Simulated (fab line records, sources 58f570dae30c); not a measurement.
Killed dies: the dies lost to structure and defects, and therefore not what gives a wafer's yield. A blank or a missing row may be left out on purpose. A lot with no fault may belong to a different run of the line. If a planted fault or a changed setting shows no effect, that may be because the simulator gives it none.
Code-filled problem report in 8D (eight disciplines) form    flow berkeley_cmos170    the parts of the form that need people (team, actions taken, sign-off) are left out

## 1. THE ISSUE
Across 6 wafers from 2 lots, SCREENOX_OXIDE_THK at UCB170_SCREENOX_THK_MEAS_02 averages 17.54 nm, while fault-free wafers read 14.40 nm with a standard deviation of 0.29. That is +11 standard deviations from the usual mean.
The first sign was on wafer L437.3 at day 10 12:17, on film_metro-03. The record holds 39 wafers of 13 lots with a number at this step. By rule, "out" or "out of limits" means more than 4 standard deviations away from the usual mean. Any other wafer with a number is counted as sound.

## 2. WHAT THIS IS AND IS NOT
question                     is                      is not
which readings at this step  SCREENOX_OXIDE_THK      -
which lots                   L437, L440              L418, L419, L420, L421, L422, L423, L424, L425, L426, L427, L428
which wafers of those lots   all that have a number  -
read on which gauges         film_metro-03           film_metro-01, film_metro-02
when                         from day 10 12:17       up to then (33 sound wafers)

## 3. SUSPECTS, AND WHAT RULES EACH OUT
Counting: a tool at any process step up to the reading remains a suspect when it ran all the lots that are out and ran no sound lot after the first of those.
- the gauge at UCB170_SCREENOX_THK_MEAS_02: kept. All the wafers that are out were read on film_metro-03, and no step on other tools shows them out.
The count leaves film_metro-03 at UCB170_SCREENOX_THK_MEAS_02.

## 4. THE CAUSE (what the simulator had put in)
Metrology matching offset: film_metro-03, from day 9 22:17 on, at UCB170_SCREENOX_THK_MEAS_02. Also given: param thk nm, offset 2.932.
After counting, this tool was the only one left.

## 5. THE EFFECT CHAIN, in route order
Rows list readings where the struck wafers' mean (over those with a number) sits beyond 3 standard deviations from the usual. Only readings for which the record gives a usual standard deviation are gone through. hours: the time from each lot's start at the first step in this table that gives one to its start at this step, as a median over the lots. sigmas: the change in usual standard deviations.
hours  step                         reading             usual     on struck wafers  change  sigmas
0      UCB170_SCREENOX_THK_MEAS_02  SCREENOX_OXIDE_THK  14.40 nm  17.54             +3.14   +11
Later steps that measure or inspect, where all struck wafers having a row at the step show a number for every such reading and not one has moved that far: UCB170_NVT_OVL_MEAS_06.

## 6. HOW IT WOULD HAVE BEEN CAUGHT EARLIER
Counted from the fault's start at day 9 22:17, it took 14 hours until the first out-of-limits reading at a measuring or inspecting step in this record, taken at day 10 12:17.
